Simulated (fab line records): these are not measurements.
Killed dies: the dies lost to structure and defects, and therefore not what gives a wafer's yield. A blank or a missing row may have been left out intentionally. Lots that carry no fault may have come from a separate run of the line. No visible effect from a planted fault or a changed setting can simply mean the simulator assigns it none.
Problem report in the 8D (eight disciplines) form, filled by code || flow rit-cmos || the parts of the form that need people (team, actions taken, sign-off) are left out

1. THE PROBLEM
SPACER_NITRIDE_THK at RIT_SPACER_THK_MEAS_04 reads a mean of 170.0 nm on 6 wafers of 2 lots; wafers without a fault read 249.5 nm with a standard deviation of 3. Measured from the usual mean, that is -26 standard deviations.
First seen on wafer L992.1, day 4 03:05, on film-metro-03. The record has a number at this step for 42 wafers belonging to 14 lots. Rule for "out" (also "out of limits"): further than 4 standard deviations from the usual mean. All remaining wafers that have a number are taken as sound.

2. WHAT IT IS AND WHAT IT IS NOT
{"question": "which readings at this step", "is": "SPACER_NITRIDE_THK", "is not": "-"}
{"question": "which lots", "is": "L992, L996", "is not": "L104, L106, L108, L109, L110, L111, L988, L989, L990, L991, L994, L997"}
{"question": "which wafers of those lots", "is": "all that have a number", "is not": "-"}
{"question": "read on which gauges", "is": "film-metro-03", "is not": "film-metro-01, film-metro-04"}
{"question": "when", "is": "from day 4 03:05", "is not": "up to then (12 sound wafers); but 24 sound wafers of L104, L106, L108, L109, L110, L111, L994, L997 came after"}

3. WHAT RULES OUT EACH SUSPECT
Counting: any tool at a process step up to the reading is kept as a suspect provided that every lot that is out went through it and no sound lot did after the first of them.
- ruled out: the gauge at RIT_SPACER_THK_MEAS_04. All the wafers that are out were read on film-metro-03, but those of them that RIT_SPACER_ETCHBACK_05 has rows for are out there too, on other tools.
- lpcvd-02 at RIT_SPACER_CVD_03 (deposits Si3N4 from SiH2Cl2/NH3, target thk 250 nm, time 3300 s): ruled out as a lasting fault. After its first lot that is out, L992 (day 4 01:11), sound lots L109, L111 ran on it.
Left after counting: nothing in the record.

4. THE CAUSE (what the simulator had put in)
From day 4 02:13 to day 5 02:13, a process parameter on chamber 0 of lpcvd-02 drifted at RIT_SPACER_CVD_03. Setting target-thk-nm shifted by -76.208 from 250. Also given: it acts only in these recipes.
Counting ruled it out, wrongly: the rule takes a fault to strike every lot that its tool runs from its start on, and this one did not.

5. THE EFFECT CHAIN, in route order
One row per reading whose mean, taken over the struck wafers that have a number, lies over 3 standard deviations from the usual. Only readings for which the record gives a usual standard deviation are gone through. hours: the time from each lot's start at the first step in this table that gives one to its start at this step, as a median over the lots. sigmas: the change in usual standard deviations.
{"hours": 0, "step": "RIT_SPACER_THK_MEAS_04", "reading": "SPACER_NITRIDE_THK", "usual": "249.5 nm", "on struck wafers": 170.0, "change": -79.5, "sigmas": -26}
{"hours": 0, "step": "RIT_SPACER_ETCHBACK_05", "reading": "oes-product-au", "usual": "0.841 a.u.", "on struck wafers": 0.646, "change": -0.195, "sigmas": -14}
It contains these process steps:
- RIT_SPACER_ETCHBACK_05: etches Si3N4 in SF6/CHF3, stops on SiO2, target depth 250 nm, time 240 s.

6. HOW IT WOULD HAVE BEEN CAUGHT EARLIER
In this record the first reading out of limits at a measuring or inspecting step was taken at day 4 03:05, 1 hour after the fault began at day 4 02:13.
An alarm limit of 4 standard deviations would not have fired on the tool readings at RIT_SPACER_CVD_03 for which the record gives a usual standard deviation, since none of them was out on any struck wafer.
